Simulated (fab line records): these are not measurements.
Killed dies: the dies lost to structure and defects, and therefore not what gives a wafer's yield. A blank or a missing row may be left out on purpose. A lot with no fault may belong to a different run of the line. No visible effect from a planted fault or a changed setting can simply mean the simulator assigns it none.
8D (eight disciplines) problem report, filled in by code :: flow rit cmos :: the parts of the form that need people (team, actions taken, sign-off) are left out

== 1. WHAT IS WRONG ==
Mean NRETRO_TW at RIT_NRETRO_TW_MEAS_10: 1225 over 6 wafers in 2 lots; fault-free wafers: 1048, standard deviation 8.7. That puts it +20 standard deviations away from the usual mean.
The first sign was on wafer L436.3 at day 6 00:55, on film metro-01. At this step, 42 wafers from 14 lots have a number in the record. Rule for "out", or "out of limits": more than 4 standard deviations from the usual mean. The rest of the wafers with a number are treated as sound.

== 2. WHAT IT IS, AND WHAT IT ISN'T ==
question: which readings at this step
is: NRETRO_TW
is not: -

question: which lots
is: L436, L440
is not: L421, L422, L423, L424, L425, L426, L427, L428, L430, L434, L435, L441

question: which wafers of those lots
is: all that have a number
is not: -

question: read on which gauges
is: film metro-01, film metro-03
is not: film metro-04

question: when
is: from day 6 00:55
is not: up to then (33 sound wafers); but 3 sound wafers of L441 came after

== 3. WHAT RULES OUT EACH SUSPECT ==
Counting: a tool at any process step up to the reading remains a suspect when it ran all the lots that are out and ran no sound lot after the first of those.
- the gauge at RIT_NRETRO_TW_MEAS_10 has been ruled out. The wafers that are out were read on 2 gauges (film metro-01, film metro-03).
- implanter-01 at RIT_NRETRO_IMPLANT_08: kept. Every lot that is out went through it, starting with L436 (day 6 00:37), and after that it ran no sound lot; the last sound lot it ran before then is L430 (day 4 22:18). Its own readings are out on those wafers: dose ions cm2, faraday current uA.
Left after counting: implanter-01 at RIT_NRETRO_IMPLANT_08.

== 4. THE CAUSE (what the simulator had put in) ==
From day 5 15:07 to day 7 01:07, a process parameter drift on implanter-01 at RIT_NRETRO_IMPLANT_08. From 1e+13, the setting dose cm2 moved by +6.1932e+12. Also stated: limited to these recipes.
Counting left only this tool.

== 5. THE CHAIN OF EFFECTS, in route order ==
One row per reading whose mean, taken over the struck wafers that have a number, lies over 3 standard deviations from the usual. Readings are gone through only where the record gives a usual standard deviation; hours: the median, over the lots, of the time from a lot's start at the first step in this table giving one to that lot's start at this step; sigmas: the change measured in usual standard deviations.
hours: 0
step: RIT_NRETRO_IMPLANT_08
reading: dose ions cm2
usual: 1.0001e+13
on struck wafers: 1.6198e+13
change: +6.1967e+12
sigmas: +99 or more

hours: 0
step: RIT_NRETRO_IMPLANT_08
reading: faraday current uA
usual: 31.8
on struck wafers: 51.6
change: +19.8
sigmas: +33

hours: 0
step: RIT_NRETRO_TW_MEAS_10
reading: NRETRO_TW
usual: 1048
on struck wafers: 1225
change: +177
sigmas: +20
It contains these process steps:
- RIT_NRETRO_IMPLANT_08

== 6. HOW IT WOULD HAVE BEEN CAUGHT EARLIER ==
Counted from the fault's start at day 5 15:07, it took 10 hours until the first out-of-limits reading at a measuring or inspecting step in this record, taken at day 6 00:55.
Tool's own readings at RIT_NRETRO_IMPLANT_08, dose ions cm2, faraday current uA: out on all struck wafers the step has rows for; an alarm limit on them would have tripped on the first.
Among the 2 lots that are out, L440 began RIT_NRETRO_IMPLANT_08 on implanter-01 after day 6 00:55. Holding the tool at that time would have saved it.
